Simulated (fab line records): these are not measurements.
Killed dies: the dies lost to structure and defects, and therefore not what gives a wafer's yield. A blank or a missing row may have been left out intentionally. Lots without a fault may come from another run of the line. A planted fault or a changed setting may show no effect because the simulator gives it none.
Which of the tools did it? | flow ritCmos | Sampling: 7 lots, 21 wafers, 2 of 202 route steps

WHAT THE GAUGES READ, wafer by wafer
RIT_M1_CD_MEAS_90: target cd 2600 nm.
lot  | measured    | on       | cdNm (nm)
L314 | day 4 06:43 | cdSem-02 | 2600.4 2601.0 2599.1
L317 | day 4 15:25 | cdSem-01 | 2599.7 2600.5 2598.8
L321 | day 5 04:43 | cdSem-01 | 2599.2 2598.0 2598.6
L325 | day 5 23:39 | cdSem-01 | 2587.6 2600.0 2588.6 2587.4 2600.3 2589.5
L327 | day 6 07:04 | cdSem-01 | 2601.3 2602.7 2601.1
L331 | day 7 02:58 | cdSem-02 | 2602.1 2598.0 2599.3
L334 | day 7 21:37 | cdSem-02 | 2600.0 2599.2 2599.2

WHICH TOOL RAN EACH LOT (tool, then ch and the chambers of the sampled wafers, then the start)
lot  | RIT_M1_METAL_ETCH_12
L314 | rieMetal-02 ch 0,1, day 4 06:11
L317 | rieMetal-02 ch 0,1, day 4 14:54
L321 | rieMetal-02 ch 0,1, day 5 04:13
L325 | rieMetal-04 ch 0,1, day 5 23:06
L327 | rieMetal-01 ch 0,1, day 6 06:30
L331 | rieMetal-01 ch 0,1, day 7 02:28
L334 | rieMetal-01 ch 0,1, day 7 21:05
- RIT_M1_METAL_ETCH_12: etches Al in Cl2/BCl3, stops on SiO2, time 165 s, target depth 600 nm.

THE ANSWER, worked out from the rows above alone
Rule: usual is defined by the lots themselves. The widest of any qualifying gaps counts: lots, ordered by their means at a reading, are off when they make up no more than a third of the lots, leave a main group of 4 or more, and stand apart from it by 3 or more times the standard deviation of that group's means. If all means in a main group match to the digits the tables above print for the reading, that group is not used. Also off: a lot with no number at a reading for which 4 or more lots have one. All remaining lots with rows at the step are treated as sound.
Off at RIT_M1_CD_MEAS_90 (cdNm): L325. The main group has a mean of 2599.9 nm with a standard deviation of 0.94.
If a tool, at a process step before that reading, ran all the lots that are off and no sound lot after the first of them, it fits. The gauges at RIT_M1_CD_MEAS_90 are tried like those tools. One fits: rieMetal-04 at RIT_M1_METAL_ETCH_12. It ran no sound lot before its first lot that is off in this sample, so the start can't be narrowed down.

WHAT WAS PUT IN BY THE SIMULATOR
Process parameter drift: rieMetal-04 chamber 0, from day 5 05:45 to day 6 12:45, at RIT_M1_METAL_ETCH_12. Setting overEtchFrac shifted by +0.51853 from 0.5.
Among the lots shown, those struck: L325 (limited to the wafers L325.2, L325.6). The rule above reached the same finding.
